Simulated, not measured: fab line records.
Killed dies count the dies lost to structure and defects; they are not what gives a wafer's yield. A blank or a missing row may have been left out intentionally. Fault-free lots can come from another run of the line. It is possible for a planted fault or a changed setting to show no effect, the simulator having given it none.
A lot that was struck, set against a sound lot + flow berkeley-cmos170 + 24 out of 331 route steps
Sound: wafers L829.1, L829.3, L829.6. Struck: wafers L840.1, L840.4, L840.5. The cause is given at the end.
Order at every step that has rows: each side's tool, ch and its chambers, its first start. Under that, the readings that differ: sound wafers + struck wafers + difference of the means + sigmas: that difference in standard deviations of wafers without a fault.
alike: same words and numbers on both sides, and readings whose means sit less than 2 such deviations apart. not compared: any withheld reading, any reading some wafer has no value for, any bound like >300 that may hide the same value, and any number with overlapping values for which the record gives no deviation.
A row with sigmas, a row that says differs or no value, or rows on one side alone: a step with any of these is where the two part. Non-overlapping numbers with no deviation appear without sigmas and do not part them. A reading that every wafer of one side lacks parts them only if that side has two wafers or more.

first, 4 steps without rows for these wafers: UCB170_PWELL_WET_ETCH_19 (etches Si3N4 in H3PO4, time 14400 s); UCB170_PWELL_WET_ETCH_20 (etches SiO2 in BOE, time 22 s); UCB170_WELLDRIVE_CLEAN_00 (cleans in SPM, time 600 s); UCB170_WELLDRIVE_OXIDATION_01 (target thk 199 nm, ox time 9000 s).
UCB170_WELLDRIVE_THK_MEAS_02:
  sound on film-metro-03, day 4 10:56; struck on film-metro-03, day 6 06:38
  alike: WELLDRIVE_OXIDE_THK
then, 5 steps without rows for these wafers: UCB170_WELLDRIVE_ANNEAL_03 (time 900 s); UCB170_WELLDRIVE_WET_ETCH_04 (etches SiO2 in BOE, time 120 s); UCB170_ACTIVE_CLEAN_00 (cleans in SPM, time 600 s); UCB170_ACTIVE_CLEAN_01 (cleans in dHF, time 60 s); UCB170_ACTIVE_OXIDATION_02 (target thk 26.4 nm, ox time 1260 s).
UCB170_ACTIVE_THK_MEAS_03:
  sound on film-metro-02, day 4 21:38; struck on film-metro-03, day 6 17:53
  alike: ACTIVE_OXIDE_THK
then, 1 step without rows for these wafers: UCB170_ACTIVE_ANNEAL_04 (time 900 s).
UCB170_ACTIVE_CVD_05: deposits Si3N4 from SiH2Cl2/NH3, target thk 220 nm, time 3300 s.
  sound on lpcvd-02 ch 0, day 5 00:34; struck on lpcvd-01 ch 0, day 6 22:34
| reading                                  | sound             | struck            | difference | sigmas |
|------------------------------------------|-------------------|-------------------|------------|--------|
| spike-tc-centre-C (C)                    | 800.0 803.5 800.3 | 833.4 832.6 833.3 | +31.8      | +20    |
| zone-power-centre-pct (%)                | 31 31 31          | 43 44 44          | +13        | +4     |
| model.Si3N4_of_ACTIVE_CVD_05.thk-nm (nm) | 216.8 218.9 219.1 | 230.4 251.8 264.4 | +30.6      |        |
  alike: nh3-flow-sccm, sih2cl2-flow-sccm
UCB170_ACTIVE_THK_MEAS_06:
  sound on film-metro-03, day 5 02:32; struck on film-metro-04, day 7 00:28
| reading                 | sound             | struck            | difference | sigmas |
|-------------------------|-------------------|-------------------|------------|--------|
| ACTIVE_NITRIDE_THK (nm) | 216.8 218.8 219.0 | 230.4 251.7 264.3 | +30.6      | +15    |
then, 2 steps without rows for these wafers: UCB170_ACTIVE_HMDS_07 (prime time 60 s); UCB170_ACTIVE_COAT_08 (resist thk 900 nm).
UCB170_ACTIVE_SOFTBAKE_09: time 60.94 s.
  sound on litho-track-03 ch 0, day 5 03:07; struck on litho-track-02 ch 0, day 7 01:12
| reading                   | sound                | struck               | difference | sigmas |
|---------------------------|----------------------|----------------------|------------|--------|
| plate-sensor-t-edge-C (C) | 131.55 131.53 131.55 | 131.52 131.52 131.51 | -0.03      | -3     |
  alike: heater-power-total-W, plate-sensor-t-centre-C, softbake-temp-c
then, 3 steps without rows for these wafers: UCB170_ACTIVE_EXPOSE_10 (exposes mask ACTIVE, target cd 1200 nm); UCB170_ACTIVE_PEB_11; UCB170_ACTIVE_DEVELOP_12 (develop time 45 s).
UCB170_ACTIVE_CD_MEAS_13: the cd target is 1200 nm.
  sound on cd-sem-01, day 5 04:25; struck on cd-sem-01, day 7 02:14
| reading    | sound                | struck               | difference | sigmas |
|------------|----------------------|----------------------|------------|--------|
| cd-nm (nm) | 1197.7 1200.2 1199.1 | 1201.5 1202.3 1202.4 | +3.1       | +2     |
UCB170_ACTIVE_OVL_MEAS_14:
  sound on overlay-01, day 5 04:32; struck on overlay-01, day 7 02:21
  alike: ACTIVE_OVL
UCB170_ACTIVE_ETCH_15: etches Si3N4 in CH3F/Ar/O2, stops on SiO2, target depth 242 nm, time 151 s.
  sound on rie-diel-04 ch 2,3, day 5 04:34; struck on rie-diel-01 ch 0,1,2, day 7 02:23
| reading                  | sound             | struck            | difference | sigmas |
|--------------------------|-------------------|-------------------|------------|--------|
| oes-product-au (a.u.)    | 0.920 0.953 0.922 | 0.957 1.002 1.011 | +0.058     | +4     |
| model.etch.depth-nm (nm) | 216.8 218.9 219.1 | 230.4 243.1 241.1 | +19.9      |        |
  alike: CH3F_flow_sccm, drypump-motor-current-A, throttle-valve-pct
  not compared: rf-hours-counter-h
UCB170_ACTIVE_STRIP_16: strips in O2.
  sound on plasma-asher-04 ch 0,1, day 5 04:40; struck on plasma-asher-01 ch 0,1, day 7 02:29
  alike: drypump-motor-current-A, oes-product-au, strip-time-to-endpoint-s
  not compared: rf-hours-counter-h

== WHERE THEY PART ==
Last at UCB170_ACTIVE_ETCH_15 as far as this record goes, first at UCB170_ACTIVE_CVD_05. Later steps at which nothing parts them and some readings are alike: UCB170_ACTIVE_STRIP_16.

WHY: what had been put in by the simulator
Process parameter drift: lpcvd-01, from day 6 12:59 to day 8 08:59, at UCB170_ACTIVE_CVD_05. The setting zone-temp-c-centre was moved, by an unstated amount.
